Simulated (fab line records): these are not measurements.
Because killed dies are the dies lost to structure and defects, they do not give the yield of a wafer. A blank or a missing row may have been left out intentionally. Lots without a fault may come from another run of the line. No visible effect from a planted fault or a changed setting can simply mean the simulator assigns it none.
Struck lot and sound lot, side by side | flow rit-cmos | 20 steps out of a route of 202
Sound: the wafers L274.2, L274.4, L274.5. Wafers L269.1, L269.4, L269.5 were the ones struck. The cause is given at the end.
Per side, at each step with rows, come the tool, then ch with its chambers, and then its first start. Under that, the readings that differ: sound wafers | struck wafers | difference of the means | sigmas: that difference in standard deviations of wafers without a fault.
alike: same words and numbers on both sides, and readings whose means sit less than 2 such deviations apart. not compared: any withheld reading, any reading some wafer has no value for, any bound like >300 that may hide the same value, and any number with overlapping values for which the record gives no deviation.
Wherever a step has rows on one side only, a row that says differs or no value, or a row with sigmas, the two part there. Numbers that have no deviation but don't overlap get no sigmas and don't part them. A reading that every wafer of one side lacks parts them only if that side has two wafers or more.

first, 2 steps without rows for these wafers: RIT_NWELL_HARDBAKE_07 (time 120 s); RIT_NWELL_IMPLANT_08.
RIT_NWELL_STRIP_09: strips in O2, time 180 s.
  sound on plasma-asher-01 ch 0,1, day 5 07:04; struck on plasma-asher-04 ch 0,1, day 4 05:55
  alike: drypump-motor-current-A
  not compared: rf-hours-counter-h
RIT_NWELL_TW_MEAS_10:
  sound: film-metro-01 at day 5 07:14; struck: film-metro-04 at day 4 06:06
  alike: NWELL_TW
then, 6 steps without rows for these wafers: RIT_PWELL_HMDS_00 (prime time 60 s); RIT_PWELL_COAT_01 (resist thk 1300 nm); RIT_PWELL_SOFTBAKE_02 (time 60 s); RIT_PWELL_EXPOSE_03 (exposes mask M3, target cd 43700 nm); RIT_PWELL_PEB_04; RIT_PWELL_DEVELOP_05 (develop time 68 s).
RIT_PWELL_OVL_MEAS_06:
  sound: overlay-02 at day 5 08:11; struck: overlay-01 at day 4 07:10
  alike: PWELL_OVL
then, 1 step without rows for these wafers: RIT_PWELL_HARDBAKE_07 (time 120 s).
RIT_PWELL_IMPLANT_08:
  sound on implanter-03 ch 0, day 5 08:29; struck on implanter-02 ch 0, day 4 07:27
  reading                   | sound                | struck               | difference | sigmas
  beam-energy-keV           | 170.04 170.02 169.99 | 185.17 185.13 185.15 | +15.13     | +99 or more
  model.implant.rp-nm (nm)  | 482.8 482.8 482.8    | 518.5 518.5 518.5    | +35.7      |
  model.implant.drp-nm (nm) | 102.9 102.9 102.9    | 105.7 105.7 105.7    | +2.8       |
  alike: faraday-current-uA
RIT_PWELL_STRIP_09: strips in O2, time 180 s.
  sound on plasma-asher-03 ch 1, day 5 08:37; struck on plasma-asher-02 ch 1, day 4 07:36
  alike: drypump-motor-current-A
  not compared: rf-hours-counter-h
RIT_PWELL_TW_MEAS_10:
  sound: film-metro-02 at day 5 08:47; struck: film-metro-02 at day 4 07:46
  alike: PWELL_TW
then, 1 step without rows for these wafers: RIT_WELLDRIVE_ANNEAL_00 (time 14700 s).
RIT_WELLDRIVE_RS_MEAS_01: a four-point-probe measurement.
  sound: film-metro-01 at day 5 14:09; struck: film-metro-04 at day 4 13:02
  alike: NWELL_RS
RIT_WELLDRIVE_RS_MEAS_02: a four-point-probe measurement.
  sound: film-metro-01 at day 5 14:16; struck: film-metro-04 at day 4 13:09
  alike: PWELL_RS
then, 1 step without rows for these wafers: RIT_NRETRO_HMDS_00 (prime time 60 s).
RIT_M1_PROBE_99:
  sound: prober-02 at day 6 18:52; struck: prober-01 at day 5 20:36
  reading            | sound | struck | difference | sigmas
  killed-at-contacts | 0 0 1 | 0 0 0  | +0         | -2
  alike: killed-at-front-end, killed-dies, killed-open, killed-short

WHERE THEY PART
Earliest at RIT_PWELL_IMPLANT_08; latest, in this record, at RIT_M1_PROBE_99.

WHY: what the simulator had put in
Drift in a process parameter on implanter-02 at RIT_PWELL_IMPLANT_08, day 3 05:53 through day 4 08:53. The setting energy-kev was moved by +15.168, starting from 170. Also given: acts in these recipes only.
